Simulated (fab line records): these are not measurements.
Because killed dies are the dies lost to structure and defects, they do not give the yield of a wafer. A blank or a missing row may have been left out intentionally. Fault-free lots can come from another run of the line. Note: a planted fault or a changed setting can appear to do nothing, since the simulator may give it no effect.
Struck lot and sound lot, side by side -- flow rit-cmos -- 15 steps out of a route of 202
Sound: wafers L375.2, L375.3, L375.6. Struck: wafers L378.4, L378.5, L378.6. The cause comes at the end.
At each step with rows: each side's tool, then ch and its chambers, then its first start. Under that, the readings that differ: sound wafers -- struck wafers -- difference of the means -- sigmas: that difference in standard deviations of wafers without a fault.
alike: a reading whose means differ by less than 2 such deviations, as well as words and numbers matching on both sides. not compared: withheld readings; readings where some wafer has no value; bounds like >300 that might hide an equal value; numbers whose values overlap and for which the record gives no deviation.
The two part at a step that has a row with sigmas, a row that says differs or no value, or rows on one side only. Numbers that don't overlap but have no deviation are shown without sigmas and don't part them. A reading missing from all wafers of one side parts the sides only when that side holds two or more wafers.

first, 2 steps without rows for these wafers: RIT_PLDD_HARDBAKE_07 (time 60 s); RIT_PLDD_IMPLANT_08.
RIT_PLDD_STRIP_09: strips in O2, time 180 s.
  sound on plasma-asher-04 ch 1, day 3 11:19; struck on plasma-asher-02 ch 0,1, day 4 05:41
  alike: drypump-motor-current-A, o2-flow-sccm
  not compared: rf-hours-counter-h
RIT_PLDD_TW_MEAS_10:
  struck on film-metro-04, day 4 05:50; sound on film-metro-03, day 3 11:30
  alike: PLDD_TW
then, 4 steps without rows for these wafers: RIT_SPACER_CLEAN_00 (cleans in SC1, time 600 s); RIT_SPACER_CLEAN_01 (cleans in dHF, time 29.24 s); RIT_SPACER_CLEAN_02 (cleans in SC2, time 600 s); RIT_SPACER_CVD_03 (deposits Si3N4 from SiH2Cl2/NH3, target thk 250 nm, time 3300 s).
RIT_SPACER_THK_MEAS_04:
  struck on film-metro-02, day 4 08:13; sound on film-metro-03, day 3 13:50
  alike: SPACER_NITRIDE_THK
RIT_SPACER_ETCHBACK_05: etches Si3N4 in SF6/CHF3, stops on SiO2, target depth 250 nm, time 240 s.
  sound on rie-diel-02 ch 1,2,3, day 3 13:53; struck on rie-diel-01 ch 1,2, day 4 08:14
  alike: drypump-motor-current-A, oes-product-au, throttle-valve-pct
  not compared: rf-hours-counter-h
then, 2 steps without rows for these wafers: RIT_NSD_HMDS_00 (prime time 60 s); RIT_NSD_COAT_01 (resist thk 1000 nm).
RIT_NSD_SOFTBAKE_02: time 60 s.
  sound on litho-track-02 ch 0, day 3 14:22; struck on litho-track-02 ch 0, day 4 09:01
reading,sound,struck,difference,sigmas
heater-power-total-W (W),34.60 34.58 34.53,35.12 35.09 35.02,+0.51,+10
plate-temp-C (C),90.05 90.16 90.07,91.02 91.10 90.85,+0.90,+8
then, 1 step without rows for these wafers: RIT_NSD_EXPOSE_03 (exposes mask M9, target cd 40700 nm).
RIT_M1_PROBE_99:
  struck on prober-01, day 4 20:00; sound on prober-02, day 4 01:26
  alike: killed-at-front-end, killed-dies, killed-open, killed-short

## WHERE THEY PART
Only at RIT_NSD_SOFTBAKE_02, as far as this record shows. Later steps at which nothing parts them and some readings are alike: RIT_M1_PROBE_99.

WHY: what had been put in by the simulator
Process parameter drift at RIT_NSD_SOFTBAKE_02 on litho-track-02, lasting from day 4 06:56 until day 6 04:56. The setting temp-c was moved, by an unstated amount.
